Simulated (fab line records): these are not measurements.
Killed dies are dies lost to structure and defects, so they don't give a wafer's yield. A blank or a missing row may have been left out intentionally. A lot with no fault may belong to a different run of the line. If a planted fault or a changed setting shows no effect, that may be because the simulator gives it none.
Split-lot experiment | flow rit_cmos | 5 lots, 23 wafers read, on a route of 202 steps

## THE SPLIT
At RIT_PRETRO_IMPLANT_08, the setting energy_kev was moved away from the recipe's 45 on 4 of the 23 wafers read, by -1.8% to +3.8%. This setting was run at the recipe's value on the other wafers.

The reading comes from the split's own step.

## THE READING
In nm, at RIT_PRETRO_IMPLANT_08: implant.drp_nm, which is the simulator's own figure and was read by no gauge. The file gives no usual value for it.

wafer  | tool, chamber at the split | energy_kev as run | against the recipe | implant.drp_nm, nm | against lot-mates on the recipe
L074.2 | implanter-01, 0            | 45                | recipe             | 55.07              | -
L074.3 | implanter-01, 0            | 45                | recipe             | 55.07              | -
L074.4 | implanter-01, 0            | 45                | recipe             | 55.07              | -
L074.5 | implanter-01, 0            | 45                | recipe             | 55.07              | -
L074.6 | implanter-01, 0            | 45                | recipe             | 55.07              | -
L075.2 | implanter-03, 0            | 45                | recipe             | 55.07              | -
L075.4 | implanter-03, 0            | 45                | recipe             | 55.07              | -
L075.6 | implanter-03, 0            | 45                | recipe             | 55.07              | -
L075.3 | implanter-03, 0            | 46.7              | +3.8%              | 56.29              | +1.22
L075.5 | implanter-03, 0            | 46.7              | +3.8%              | 56.29              | +1.22
L076.1 | implanter-03, 0            | 45                | recipe             | 55.07              | -
L076.2 | implanter-03, 0            | 45                | recipe             | 55.07              | -
L076.5 | implanter-03, 0            | 45                | recipe             | 55.07              | -
L076.4 | implanter-03, 0            | 44.17             | -1.8%              | 54.46              | -0.61
L076.6 | implanter-03, 0            | 44.17             | -1.8%              | 54.46              | -0.61
L077.2 | implanter-03, 0            | 45                | recipe             | 55.07              | -
L077.3 | implanter-03, 0            | 45                | recipe             | 55.07              | -
L077.4 | implanter-03, 0            | 45                | recipe             | 55.07              | -
L077.5 | implanter-03, 0            | 45                | recipe             | 55.07              | -
L077.6 | implanter-03, 0            | 45                | recipe             | 55.07              | -
L082.1 | implanter-01, 0            | 45                | recipe             | 55.07              | -
L082.4 | implanter-01, 0            | 45                | recipe             | 55.07              | -
L082.5 | implanter-01, 0            | 45                | recipe             | 55.07              | -

THE FIT
A straight line over all 23 wafers: implant.drp_nm changes by +0.325 nm for each +1% of energy_kev; r = +1.00; the points scatter about the line by 0.0037 nm.
The same after taking each lot's own level away (the mean of its wafers on the recipe; 23 wafers): +0.325 nm for each +1%; r = +1.00; scatter 0.0037 nm.
Per that fit: largest energy_kev move, reading shift of 1.2 nm.
The lots' own levels span 55.070 to 55.070 nm.
The two slopes are in agreement: the lot-to-lot level therefore moves the slope only a little.
Check: for one of the wafers moved furthest among these (+3.8%), held out of the fit, the line's prediction against its lot-mates is +1.23 nm. Against them it came out at +1.22 nm.

## THE OTHER SPLITS THESE WAFERS WENT THROUGH
Before the reading, these wafers also passed through other splits. Each is held against what the fit with the lots' levels taken away leaves over:
other split on the same wafers      | wafers away from the commonest value | r with implant.drp_nm (lot level and that fit taken away)
RIT_ACTIVE_CVD_03 pressure_mtorr    | 18                                   | -0.19
RIT_NWELL_COAT_01 resist_thk_nm     | 6                                    | -0.52
RIT_NWELL_DEVELOP_05 develop_time_s | 9                                    | +0.31
RIT_PWELL_IMPLANT_08 dose_cm2       | 11                                   | +0.39

## THE WHOLE CHAIN: every reading that the file lists as answering this split, in the file's order
step                  | what it does | reading                                                         | change (the file's fit)               | r (the file's)
RIT_PRETRO_IMPLANT_08 |              | implant.rp_nm (the simulator's own value, which no gauge read)  | +1.34 nm for each +1% of the setting  | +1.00
RIT_PRETRO_IMPLANT_08 |              | implant.drp_nm (the simulator's own value, which no gauge read) | +0.324 nm for each +1% of the setting | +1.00

## FILE'S OWN FIT
implant.drp_nm changes by +0.324 nm for each +1% of energy_kev, r = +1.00.
